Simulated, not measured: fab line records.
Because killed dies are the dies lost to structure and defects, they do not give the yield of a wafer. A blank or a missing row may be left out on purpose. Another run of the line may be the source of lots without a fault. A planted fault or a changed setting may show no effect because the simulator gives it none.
Struck lot and sound lot, side by side || flow berkeleyCmos170 || 18 out of 331 route steps
Sound: these wafers, L432.2, L432.3, L432.4. Wafers L441.2, L441.3, L441.5 were the ones struck. The cause is named last.
Each step with rows lists, per side, the tool, then ch with its chambers, then its first start. Under that, the readings that differ: sound wafers || struck wafers || difference of the means || sigmas: that difference in standard deviations of wafers without a fault.
alike: words and numbers the same on both sides, and readings whose means are apart by under 2 such deviations; not compared: readings that were withheld, readings missing a value for some wafer, numbers with overlapping values and no deviation given by the record, and bounds like >300 which may hide the same value.
Wherever a step has rows on one side only, a row that says differs or no value, or a row with sigmas, the two part there. Numbers that don't overlap but have no deviation are shown without sigmas and don't part them. A reading that every wafer of one side lacks parts them only if that side has two wafers or more.

first, 2 steps without rows for these wafers: UCB170_PLDD_PEB_04; UCB170_PLDD_DEVELOP_05 (develop time 45 s).
UCB170_PLDD_CD_MEAS_06: the cd target is 1200 nm.
  sound on cdSem-02, day 6 16:22; struck on cdSem-01, day 8 08:58
  alike: cdNm
UCB170_PLDD_OVL_MEAS_07:
  sound on overlay-01, day 6 16:28; struck on overlay-01, day 8 09:04
  alike: PLDD_OVL
then, 2 steps without rows for these wafers: UCB170_PLDD_IMPLANT_08; UCB170_PLDD_IMPLANT_09.
UCB170_PLDD_STRIP_10: strips in O2.
  sound on plasmaAsher-02 ch 0,1, day 6 16:48; struck on plasmaAsher-02 ch 1, day 8 09:23
  alike: drypumpMotorCurrentA, oesProductAu, stripTimeToEndpointS
  not compared: rfHoursCounterH
UCB170_PLDD_TW_MEAS_11:
  sound on filmMetro-03, day 6 16:55; struck on filmMetro-03, day 8 09:30
  alike: PLDD_TW
then, 4 steps without rows for these wafers: UCB170_PLDD_CLEAN_12 (cleans in SPM, time 600 s); UCB170_NLDD_HMDS_00 (prime time 60 s); UCB170_NLDD_COAT_01 (resist thk 900 nm); UCB170_NLDD_SOFTBAKE_02 (time 60 s).
UCB170_NLDD_EXPOSE_03: exposes mask NSELECT, target cd 1200 nm.
  sound on krfScanner-01 ch 0, day 6 17:38; struck on krfScanner-01 ch 0, day 8 10:29
{"reading": "model.NLDD.overlayXNm (nm)", "sound": "-8.377 -8.377 -8.377", "struck": "259.4 259.4 259.4", "difference": "+267.8", "sigmas": ""}
  alike: mask, exposureDoseMJCm2
then, 2 steps without rows for these wafers: UCB170_NLDD_PEB_04; UCB170_NLDD_DEVELOP_05 (develop time 45 s).
UCB170_NLDD_CD_MEAS_06: the cd target is 1200 nm.
  sound on cdSem-02, day 6 18:11; struck on cdSem-02, day 8 10:53
  alike: cdNm
UCB170_NLDD_OVL_MEAS_07:
  sound on overlay-02, day 6 18:17; struck on overlay-02, day 8 11:12
{"reading": "NLDD_OVL (nm)", "sound": "-3 -10 -9", "struck": "256 264 253", "difference": "+265", "sigmas": "+51"}
  not compared: hold
UCB170_M3_PROBE_99:
  rows exist in the record for the sound wafers here (prober-01, day 8 00:34), none for the struck ones

== WHERE THEY PART ==
Last at UCB170_M3_PROBE_99 as far as this record goes, first at UCB170_NLDD_OVL_MEAS_07.

WHY: whatever the simulator had introduced
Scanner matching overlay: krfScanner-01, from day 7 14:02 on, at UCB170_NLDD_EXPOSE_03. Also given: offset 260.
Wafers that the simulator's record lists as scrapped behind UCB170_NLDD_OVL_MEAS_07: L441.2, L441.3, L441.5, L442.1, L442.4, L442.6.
